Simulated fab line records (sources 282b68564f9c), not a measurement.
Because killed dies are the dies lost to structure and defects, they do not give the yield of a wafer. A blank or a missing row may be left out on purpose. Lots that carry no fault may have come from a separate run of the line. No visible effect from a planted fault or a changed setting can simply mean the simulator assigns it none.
Which of the tools did it? ; flow ritCmos ; 42 wafers from 14 lots sampled at 5 of the route's 202 steps

== WHAT THE GAUGES SHOWED, per wafer ==
RIT_PRETRO_OVL_MEAS_06. Usual: PRETRO_OVL gives 0.5 nm (standard deviation 1.7).
lot;measured;on;PRETRO_OVL (nm);flag
L281;day 2 07:32;overlay-01;1.1 -3.8 -1.5;
L282;day 2 11:52;overlay-01;0.0 -0.6 -0.4;
L284;day 2 21:39;overlay-01;-0.8 -2.5 -1.7;
L285;day 3 03:56;overlay-01;2.0 2.2 2.5;
L286;day 3 09:08;overlay-02;0.5 3.1 3.0;
L287;day 3 14:20;overlay-02;0.9 1.3 0.9;
L288;day 3 17:25;overlay-02;-0.7 0.9 0.3;
L289;day 4 00:01;overlay-02;2.5 2.8 2.2;
L290;day 4 05:02;overlay-01;-0.7 -1.4 -0.5;
L291;day 4 09:27;overlay-01;2.0 2.4 1.4;
L292;day 4 14:44;overlay-01;0.5 -1.4 -2.2;
L293;day 4 19:40;overlay-01;-2.6 1.9 1.0;
L294;day 5 03:34;overlay-02;-1.2 -1.6 0.4;
L302;day 6 15:51;overlay-02;0.7 0.3 0.8;

RIT_NLDD_OVL_MEAS_06. Usual: NLDD_OVL gives 0.0 nm (standard deviation 1.3).
lot;measured;on;NLDD_OVL (nm);flag
L281;day 2 17:40;overlay-02;1.2 1.7 1.7;
L282;day 2 22:23;overlay-01;0.7 -0.2 -2.7;
L284;day 3 08:53;overlay-01;-0.5 -0.9 0.2;
L285;day 3 14:54;overlay-01;0.8 1.4 0.7;
L286;day 3 22:38;overlay-01;0.7 -0.1 1.5;
L287;day 4 00:20;overlay-01;-1.9 -1.0 0.0;
L288;day 4 04:49;overlay-02;0.9 1.4 1.6;
L289;day 4 12:43;overlay-02;-0.4 1.0 0.9;
L290;day 4 15:44;overlay-01;-0.1 0.6 -0.1;
L291;day 4 19:04;overlay-02;1.6 2.6 0.1;
L292;day 5 01:21;overlay-02;-0.2 -0.8 -0.7;
L293;day 5 05:18;overlay-02;0.8 0.0 0.8;
L294;day 5 14:39;overlay-02;-0.1 -0.7 1.7;
L302;day 7 01:38;overlay-01;-1.9 -0.8 -1.6;

RIT_M1_RS_MEAS_01: measurement is done with a four-point probe. Usual: M1_AL_RS gives 0.0734 ohm/sq (standard deviation 0.00078).
lot;measured;on;M1_AL_RS (ohm/sq);flag
L281;day 3 06:21;filmMetro-04;0.0730 0.0729 0.0731;
L282;day 3 10:08;filmMetro-04;0.0741 0.0739 0.0743;
L284;day 3 20:42;filmMetro-02;0.0735 0.0730 0.0741;
L285;day 4 02:50;filmMetro-04;0.0727 0.0734 0.0721;
L286;day 4 09:59;filmMetro-01;0.0744 0.0745 0.0739;
L287;day 4 12:00;filmMetro-04;0.0738 0.0735 0.0733;
L288;day 4 16:44;filmMetro-02;0.0730 0.0727 0.0728;
L289;day 5 00:27;filmMetro-04;0.0735 0.0745 0.0737;
L290;day 5 04:08;filmMetro-04;0.0358 0.0362 0.0363 0.0358 0.0361 0.0362;OFF
L291;day 5 07:11;filmMetro-01;0.0730 0.0727 0.0729;
L292;day 5 13:23;filmMetro-01;0.0745 0.0735 0.0741;
L293;day 5 17:16;filmMetro-04;0.0747 0.0737 0.0735;
L294;day 6 03:55;filmMetro-04;0.0364 0.0364 0.0364 0.0365 0.0365 0.0365;OFF
L302;day 7 13:38;filmMetro-02;0.0737 0.0731 0.0738;

== EACH LOT AND THE TOOL THAT RAN IT (in order: tool; ch and the chambers of the sampled wafers; start) ==
lot;RIT_SILICIDE_RTA_06;RIT_M1_SPUTTER_00
L281;rtpAnneal-02 ch 0, day 3 03:46;pvdSputter-04, day 3 06:04
L282;rtpAnneal-01 ch 0, day 3 07:26;pvdSputter-01, day 3 09:48
L284;rtpAnneal-01 ch 0, day 3 18:00;pvdSputter-01, day 3 20:25
L285;rtpAnneal-02 ch 0, day 3 23:59;pvdSputter-04, day 4 02:32
L286;rtpAnneal-01 ch 0, day 4 07:19;pvdSputter-01, day 4 09:40
L287;rtpAnneal-02 ch 0, day 4 09:23;pvdSputter-04, day 4 11:41
L288;rtpAnneal-01 ch 0, day 4 14:09;pvdSputter-03, day 4 16:26
L289;rtpAnneal-02 ch 0, day 4 21:50;pvdSputter-01, day 5 00:08
L290;rtpAnneal-02 ch 0, day 5 00:42;pvdSputter-03, day 5 03:11
L291;rtpAnneal-01 ch 0, day 5 04:22;pvdSputter-01, day 5 06:53
L292;rtpAnneal-02 ch 0, day 5 10:40;pvdSputter-03, day 5 13:04
L293;rtpAnneal-01 ch 0, day 5 14:25;pvdSputter-01, day 5 16:58
L294;rtpAnneal-02 ch 0, day 6 00:43;pvdSputter-04, day 6 03:07
L302;rtpAnneal-02 ch 0, day 7 10:49;pvdSputter-03, day 7 13:20
- RIT_SILICIDE_RTA_06: time 10 s, ramp up 5 s, ramp down 10 s.
- RIT_M1_SPUTTER_00: material Al, target thk 400 nm, time 500 s.

== AS READ BY THE TOOLS THEMSELVES (means over the sampled wafers that have a number; for cases with no such wafer, the mark the record gives instead) ==
RIT_SILICIDE_RTA_06. Usual: 754.6 for wafer_temp_C_max, sd 2.1.
lot;tool;wafer_temp_C_max;flag
L281;rtpAnneal-02;755.9;
L282;rtpAnneal-01;752.8;
L284;rtpAnneal-01;753.0;
L285;rtpAnneal-02;756.0;
L286;rtpAnneal-01;752.2;
L287;rtpAnneal-02;757.3;
L288;rtpAnneal-01;752.9;
L289;rtpAnneal-02;756.3;
L290;rtpAnneal-02;758.1;
L291;rtpAnneal-01;753.0;
L292;rtpAnneal-02;755.5;
L293;rtpAnneal-01;752.1;
L294;rtpAnneal-02;755.7;
L302;rtpAnneal-02;755.0;

RIT_M1_SPUTTER_00. Usual: 30.5 % for throttleValvePct, sd 1.
lot;tool;throttleValvePct (%);flag
L281;pvdSputter-04;29.7;
L282;pvdSputter-01;31.7;
L284;pvdSputter-01;31.4;
L285;pvdSputter-04;30.2;
L286;pvdSputter-01;30.2;
L287;pvdSputter-04;29.5;
L288;pvdSputter-03;30.2;
L289;pvdSputter-01;31.6;
L290;pvdSputter-03;29.5;
L291;pvdSputter-01;31.6;
L292;pvdSputter-03;29.7;
L293;pvdSputter-01;32.0;
L294;pvdSputter-04;29.8;
L302;pvdSputter-03;30.0;

== THE ANSWER, worked out from the rows above alone ==
Rule: take the mean of a lot's wafers that have a number; if it is more than 3 standard deviations from the usual mean, the lot is off. A lot without any number at a reading at which 4 lots or more have one is off too. Any other lot the step has rows for is counted as sound. First the gauges in route order, then the tools' own readings, where a lot's mean is used as printed above. At the first step where some lot is off, the reading lying furthest off is the one used; lots without a number count as furthest.
Off: L290, L294, seen at RIT_M1_RS_MEAS_01 (M1_AL_RS).
If a tool, at a process step before that reading, ran all the lots that are off and no sound lot after the first of them, it fits. The gauges at RIT_M1_RS_MEAS_01 are tried like those tools. Not one of the candidates tried fits.

== WHAT THE SIMULATOR HAD PUT IN ==
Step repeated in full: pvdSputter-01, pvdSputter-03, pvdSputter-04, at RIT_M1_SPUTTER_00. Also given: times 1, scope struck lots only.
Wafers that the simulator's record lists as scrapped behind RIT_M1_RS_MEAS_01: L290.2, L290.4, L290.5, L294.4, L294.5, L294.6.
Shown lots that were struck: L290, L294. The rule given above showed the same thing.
